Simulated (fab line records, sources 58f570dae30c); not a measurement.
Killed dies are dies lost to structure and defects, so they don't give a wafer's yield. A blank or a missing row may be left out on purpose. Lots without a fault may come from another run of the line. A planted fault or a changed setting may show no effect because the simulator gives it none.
One fault seen from 2 desks | flow berkeley_cmos170 | each desk has only its own numbers; what lay behind them comes last

THE METROLOGY DESK
What the gauges read, lot by lot, whatever tool the lot ran on: means of the sampled wafers that have a number. A lot is out of limits, marked OUT, if its mean lies more than 4 standard deviations from the usual mean; the brackets give that distance.
Columns: A = M1_OVL at UCB170_M1_OVL_MEAS_10, usual 1 nm; B = V1_TEOS_THK at UCB170_V1_THK_MEAS_01, usual 2003 nm
lot  | first seen here | A  | B
L334 | day 8 01:19     | -4 | 1991
L335 | day 8 16:20     | -8 | 2040
L336 | day 8 16:27     | 2  | 1987
L337 | day 9 05:05     | -7 | 2008
L340 | day 9 09:40     | -3 | 1998
L338 | day 9 11:49     | -3 | 1998
L341 | day 9 20:08     | 2  | 1981
L343 | day 10 11:44    | -4 | 2007
L344 | day 10 20:17    | -4 | 2004
L350 | day 12 08:29    | 2  | 2002
L351 | day 12 13:51    | -0 | 1995
L354 | day 13 06:31    | 3  | 2017
L355 | day 13 06:41    | 3  | 2023
L357 | day 13 23:10    | 2  | 2022
This desk's finding: nothing out of limits on any of the 14 lots.

THE TOOL OWNER'S DESK: rie_diel-04
The tool's own readings at UCB170_V1_ETCH_14 (etches SiO2 in CHF3/CF4/Ar, stops on Al, target depth 1250 nm, time 291 s): means of the sampled wafers that have a number, for each lot that ran on this tool. A lot is out of limits, marked OUT, if its mean lies more than 4 standard deviations from the usual mean; the brackets give that distance.
Columns: A = drypump_motor_current_A at UCB170_V1_ETCH_14, usual 5.93 A; B = oes_product_au at UCB170_V1_ETCH_14, usual 0.874 a.u.; C = rf_fwd_power_W at UCB170_V1_ETCH_14, usual 698.3 W; D = run_length_s at UCB170_V1_ETCH_14, usual 319.7 s; E = throttle_valve_pct at UCB170_V1_ETCH_14, usual 6.94 %
lot  | first seen here | A    | B                | C     | D               | E
L334 | day 8 06:41     | 6.12 | 0.869            | 699.5 | 320.0           | 6.96
L350 | day 12 13:19    | 6.04 | 0.881            | 697.1 | 320.1           | 6.86
L351 | day 12 19:14    | 6.11 | 0.915 (+4.5) OUT | 696.9 | 301.9 (-40) OUT | 6.95
L355 | day 13 12:40    | 6.09 | 0.913 (+4.2) OUT | 698.0 | 301.9 (-40) OUT | 6.95
This desk's finding: out of limits on L351, L355; first on L351, day 12 19:14 (oes_product_au at UCB170_V1_ETCH_14). In limits: L334, L350.

PUT TOGETHER
The tool owner's desk could have raised an alarm at day 12 19:14, on L351, L355.
The metrology desk saw nothing out of limits.
The metrology desk has L351, L355 on record, within its limits.
Of the lots named, all ran UCB170_V1_ETCH_14 on rie_diel-04.

WHAT THE SIMULATOR HAD PUT IN
Process parameter drift: rie_diel-04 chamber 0, from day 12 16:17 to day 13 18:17, at UCB170_V1_ETCH_14. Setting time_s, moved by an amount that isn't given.
Lots struck among those shown: L351, L355.
Hours from the fault's start to each desk's first reading out of limits: the tool owner's desk, 3.
